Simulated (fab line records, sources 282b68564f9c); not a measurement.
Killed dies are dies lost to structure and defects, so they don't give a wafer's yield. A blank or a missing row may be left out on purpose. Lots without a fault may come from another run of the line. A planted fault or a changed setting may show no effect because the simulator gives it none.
Tool commonality check | flow rit_cmos | 13 lots, 39 wafers sampled

WHY IT WAS OPENED
At RIT_GATE_THK_MEAS_07 the reading GATE_OXIDE_THK is flagged on 2 of 13 lots. Wafers without a fault read 3.02 nm, standard deviation 0.06.
Rule: a lot is flagged when every wafer of it that has a number lies more than 4 standard deviations from that mean, or none has a number. The other lots count as sound.

lot  | measured    | on            | GATE_OXIDE_THK (nm), wafer by wafer | flag
L932 | day 2 13:54 | film_metro-03 | 3.12 3.07 3.08                      |
L933 | day 2 16:15 | film_metro-04 | 3.10 3.08 3.00                      |
L934 | day 2 21:01 | film_metro-03 | 3.01 3.01 3.01                      |
L935 | day 3 02:10 | film_metro-04 | 2.93 2.96 2.96                      |
L936 | day 3 09:58 | film_metro-02 | 3.08 3.12 3.08                      |
L937 | day 3 12:31 | film_metro-02 | 2.99 2.98 2.98                      |
L938 | day 3 19:53 | film_metro-04 | 2.99 3.10 3.13                      |
L939 | day 3 21:46 | film_metro-04 | 3.05 3.03 3.07                      |
L940 | day 4 06:25 | film_metro-04 | 3.00 3.07 2.96                      |
L945 | day 5 05:26 | film_metro-04 | 3.10 3.06 3.10                      |
L946 | day 5 07:56 | film_metro-03 | 3.38 3.46 3.45                      | FLAGGED
L948 | day 5 19:07 | film_metro-04 | 3.46 3.44 3.44                      | FLAGGED
L954 | day 7 08:01 | film_metro-04 | 3.02 3.03 2.97                      |
The numbers of the flagged lots are 3.44 nm on average: +0.42 nm against the usual, or +7 standard deviations.

WHICH TOOL RAN EACH LOT
The record holds 2 process steps before the reading, out of a route of 202 steps. In each cell: the tool, then ch and the chambers that the sampled wafers went through, then the start.
lot  | flag    | RIT_NWELL_STRIP_09                  | RIT_GATE_OXIDATION_05
L932 |         | plasma_asher-02 ch 0,1, day 1 23:50 | furnace-03 ch 0, day 2 11:05
L933 |         | plasma_asher-01 ch 0,1, day 2 03:46 | furnace-03 ch 0, day 2 14:55
L934 |         | plasma_asher-01 ch 0,1, day 2 08:20 | furnace-03 ch 0, day 2 19:29
L935 |         | plasma_asher-03 ch 0,1, day 2 13:37 | furnace-04 ch 0, day 3 00:35
L936 |         | plasma_asher-03 ch 0,1, day 2 19:05 | furnace-04 ch 0, day 3 06:55
L937 |         | plasma_asher-01 ch 0,1, day 3 00:04 | furnace-03 ch 0, day 3 11:05
L938 |         | plasma_asher-02 ch 0,1, day 3 04:22 | furnace-03 ch 0, day 3 16:38
L939 |         | plasma_asher-03 ch 0,1, day 3 09:17 | furnace-03 ch 0, day 3 20:26
L940 |         | plasma_asher-02 ch 0,1, day 3 13:37 | furnace-04 ch 0, day 4 02:08
L945 |         | plasma_asher-01 ch 0, day 4 16:24   | furnace-01 ch 0, day 5 04:06
L946 | FLAGGED | plasma_asher-01 ch 0,1, day 4 19:29 | furnace-03 ch 0, day 5 06:37
L948 | FLAGGED | plasma_asher-01 ch 0,1, day 5 05:43 | furnace-03 ch 0, day 5 16:47
L954 |         | plasma_asher-02 ch 0,1, day 6 13:59 | furnace-01 ch 0, day 7 04:57
What these steps do:
- RIT_NWELL_STRIP_09: strips in O2, time 180 s.
- RIT_GATE_OXIDATION_05: target thk 3 nm, ox time 270 s.
- RIT_GATE_THK_MEAS_07

FLAGGED OVER TOTAL, TOOL BY TOOL (the gauges that took the reading come last)
step                  | tool            | lots run | flagged | share of the flagged lots | sound lots run after its first flagged lot
RIT_NWELL_STRIP_09    | plasma_asher-01 | 6        | 2       | all                       | 0
RIT_NWELL_STRIP_09    | plasma_asher-02 | 4        | 0       | none                      | -
RIT_NWELL_STRIP_09    | plasma_asher-03 | 3        | 0       | none                      | -
RIT_GATE_OXIDATION_05 | furnace-01      | 2        | 0       | none                      | -
RIT_GATE_OXIDATION_05 | furnace-03      | 8        | 2       | all                       | 0
RIT_GATE_OXIDATION_05 | furnace-04      | 3        | 0       | none                      | -
RIT_GATE_THK_MEAS_07  | film_metro-02   | 2        | 0       | none                      | -
RIT_GATE_THK_MEAS_07  | film_metro-03   | 3        | 1       | some                      | 0
RIT_GATE_THK_MEAS_07  | film_metro-04   | 8        | 1       | some                      | 1 (L954)

WHAT THE TABLE ALLOWS
2 rows of the table ran every flagged lot: plasma_asher-01 at RIT_NWELL_STRIP_09, furnace-03 at RIT_GATE_OXIDATION_05.
- plasma_asher-01 at RIT_NWELL_STRIP_09: 2 of its 6 lots flagged. Its last sound lot is L945 (day 4 16:24), its first flagged lot L946 (day 4 19:29): a fault that began between those two fits.
- furnace-03 at RIT_GATE_OXIDATION_05: 2 of its 8 lots flagged. Its last sound lot is L939 (day 3 20:26), its first flagged lot L946 (day 5 06:37): a fault that began between those two fits.
Counting lots can't tell these 2 tools apart, because each fits a fault that began at some hour. More lots, or a look at what each step does to the wafer, might.

WHAT THE SIMULATOR HAD PUT IN
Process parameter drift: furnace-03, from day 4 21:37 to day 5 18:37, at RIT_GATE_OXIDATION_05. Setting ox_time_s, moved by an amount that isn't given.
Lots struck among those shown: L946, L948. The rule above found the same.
